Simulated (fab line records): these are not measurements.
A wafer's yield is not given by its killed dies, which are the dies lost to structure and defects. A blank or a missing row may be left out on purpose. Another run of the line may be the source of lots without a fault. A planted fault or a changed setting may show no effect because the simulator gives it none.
Which tool did it?	flow berkeley cmos170	14 lots with 42 wafers sampled at 4 steps, on a route of 331 steps

## WHAT EACH GAUGE READ, for each wafer
UCB170_M1_CD_MEAS_09: target cd 700 nm. Usual: cd nm reads 699.9 nm (standard deviation 1.7).
lot	measured	on	cd nm (nm)	flag
L705	day 8 14:59	cd sem-02	697.2 697.3 698.8	
L706	day 8 15:15	cd sem-01	701.9 702.3 701.9	
L707	day 8 15:38	cd sem-02	697.3 696.2 697.5	
L708	day 9 15:01	cd sem-02	701.9 701.1 700.4	
L714	day 11 00:05	cd sem-02	698.9 701.1 700.5	
L716	day 11 20:56	cd sem-01	699.3 700.0 698.8	
L718	day 11 22:35	cd sem-02	700.6 700.1 700.8	
L719	day 12 14:14	cd sem-01	701.0 700.9 702.3	
L721	day 12 15:17	cd sem-02	697.2 697.7 697.7	
L720	day 12 15:59	cd sem-02	700.8 701.8 701.9	
L723	day 13 01:21	cd sem-01	700.5 699.6 702.7	
L725	day 13 07:06	cd sem-02	701.6 701.0 701.2	
L728	day 13 18:32	cd sem-01	700.4 700.6 700.8	
L727	day 13 18:57	cd sem-01	698.8 698.4 697.7	

UCB170_V1_THK_MEAS_01. Usual: V1_TEOS_THK gives 2004 nm (standard deviation 26).
lot	measured	on	V1_TEOS_THK (nm)	flag
L705	day 8 17:01	film metro-02	1965 1947 1986	
L706	day 8 18:21	film metro-02	1965 1976 2008	
L707	day 8 18:21	film metro-01	1984 1980 2027	
L708	day 9 18:03	film metro-02	1979 2016 2018	
L714	day 11 03:01	film metro-03	2014 2003 2027	
L716	day 12 00:11	film metro-03	2009 2007 2039	
L718	day 12 01:33	film metro-02	2003 2012 1993	
L719	day 12 16:17	film metro-02	1994 1972 2029	
L721	day 12 17:37	film metro-01	1985 1978 2017	
L720	day 12 18:58	film metro-02	1956 2037 2013	
L723	day 13 03:23	film metro-03	1974 2019 2018	
L725	day 13 10:13	film metro-03	1989 2005 2028	
L728	day 13 21:06	film metro-03	1980 2001 2015	
L727	day 13 22:28	film metro-02	1995 2054 2041	

## EACH LOT AND THE TOOL THAT RAN IT (in order: tool; ch and the chambers of the sampled wafers; start)
lot	UCB170_SILICIDE_SPUTTER_01	UCB170_M1_METAL_ETCH_12
L705	pvd sputter-03, day 8 07:08	rie metal-03 ch 0,1, day 8 15:11
L706	pvd sputter-01, day 8 07:20	rie metal-01 ch 0,1, day 8 15:27
L707	pvd sputter-03, day 8 07:45	rie metal-03 ch 0,1, day 8 15:50
L708	pvd sputter-03, day 9 08:46	rie metal-02 ch 0,1, day 9 15:11
L714	pvd sputter-01, day 10 16:31	rie metal-03 ch 0,1, day 11 00:17
L716	pvd sputter-03, day 11 13:59	rie metal-03 ch 0,1, day 11 21:08
L718	pvd sputter-03, day 11 15:19	rie metal-01 ch 0,1, day 11 22:46
L719	pvd sputter-02, day 12 04:33	rie metal-01 ch 0, day 12 14:26
L721	pvd sputter-01, day 12 05:15	rie metal-02 ch 0,1, day 12 15:29
L720	pvd sputter-03, day 12 05:25	rie metal-01 ch 0,1, day 12 16:10
L723	pvd sputter-01, day 12 17:01	rie metal-02 ch 0,1, day 13 01:32
L725	pvd sputter-03, day 12 23:29	rie metal-02 ch 0,1, day 13 07:17
L728	pvd sputter-01, day 13 09:13	rie metal-01 ch 0,1, day 13 18:44
L727	pvd sputter-03, day 13 09:23	rie metal-02 ch 0,1, day 13 19:08
- UCB170_SILICIDE_SPUTTER_01: material Ti, target thk 30 nm, time 25.82 s.
- UCB170_M1_METAL_ETCH_12: etches Al in Cl2/BCl3, stops on PSG, target depth 780 nm, time 130 s.

## AS READ BY THE TOOLS THEMSELVES (means over the sampled wafers that have a number; for cases with no such wafer, the mark the record gives instead)
UCB170_SILICIDE_SPUTTER_01. Usual: throttle valve pct reads 29.9 % (standard deviation 1.3).
lot	tool	throttle valve pct (%)	flag
L705	pvd sputter-03	29.2	
L706	pvd sputter-01	30.2	
L707	pvd sputter-03	29.3	
L708	pvd sputter-03	28.8	
L714	pvd sputter-01	30.1	
L716	pvd sputter-03	29.3	
L718	pvd sputter-03	29.9	
L719	pvd sputter-02	30.4	
L721	pvd sputter-01	30.1	
L720	pvd sputter-03	28.7	
L723	pvd sputter-01	29.9	
L725	pvd sputter-03	29.9	
L728	pvd sputter-01	30.0	
L727	pvd sputter-03	29.2	

UCB170_M1_METAL_ETCH_12. Usual: drypump motor current A 5.6 A, standard deviation 0.57; oes product au 0.851 a.u., standard deviation 0.014; run length s 158.42 s, standard deviation 0.24; throttle valve pct 24.5 %, standard deviation 0.32.
lot	tool	drypump motor current A (A)	oes product au (a.u.)	run length s (s)	throttle valve pct (%)	flag
L705	rie metal-03	5.6	0.830	158.68	24.4	
L706	rie metal-01	5.6	0.866	158.36	24.2	
L707	rie metal-03	5.6	0.839	158.44	24.4	
L708	rie metal-02	5.8	0.850	158.47	24.6	
L714	rie metal-03	5.6	0.914	149.31	24.4	OFF
L716	rie metal-03	5.6	0.904	149.22	24.4	OFF
L718	rie metal-01	5.6	0.865	158.17	24.2	
L719	rie metal-01	6.0	0.870	158.52	24.1	
L721	rie metal-02	6.2	0.841	158.34	24.4	
L720	rie metal-01	5.2	0.858	158.34	24.5	
L723	rie metal-02	6.2	0.856	158.42	24.4	
L725	rie metal-02	5.8	0.859	158.47	24.6	
L728	rie metal-01	5.2	0.852	158.36	24.5	
L727	rie metal-02	5.8	0.856	158.49	24.6	

## THE ANSWER, worked out from the rows above alone
Rule: lot off if the mean of its wafers having a number is beyond 3 standard deviations from the usual mean. Also off: a lot with no number at a reading for which 4 or more lots have one. Any other lot the step has rows for is counted as sound. Order of review: gauges by route order, followed by the tools' own readings, for which a lot's mean as printed above is used. At the first step where some lot is off, the reading lying furthest off is the one used; lots without a number count as furthest.
Off: L714, L716 (UCB170_M1_METAL_ETCH_12, run length s).
If a tool, at that step or one of the process steps before it, ran each lot that is off and ran no sound lot following the first of them, it fits. One fits: rie metal-03 at UCB170_M1_METAL_ETCH_12. A fault onset in the window from L707 (day 8 15:50, its last sound lot) to L714 (day 11 00:17, its first lot off) fits.
The tool's own readings at UCB170_M1_METAL_ETCH_12 bear it out: on the lots that are off they differ by more than 5 times the standard deviation of the sound lots' means. run length s reads 149.26 s there against 158.42 s on the sound lots.

## WHAT WAS PUT IN BY THE SIMULATOR
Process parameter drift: rie metal-03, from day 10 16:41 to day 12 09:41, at UCB170_M1_METAL_ETCH_12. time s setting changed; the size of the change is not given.
Struck lots among those shown: L714, L716. The rule above reached the same finding.
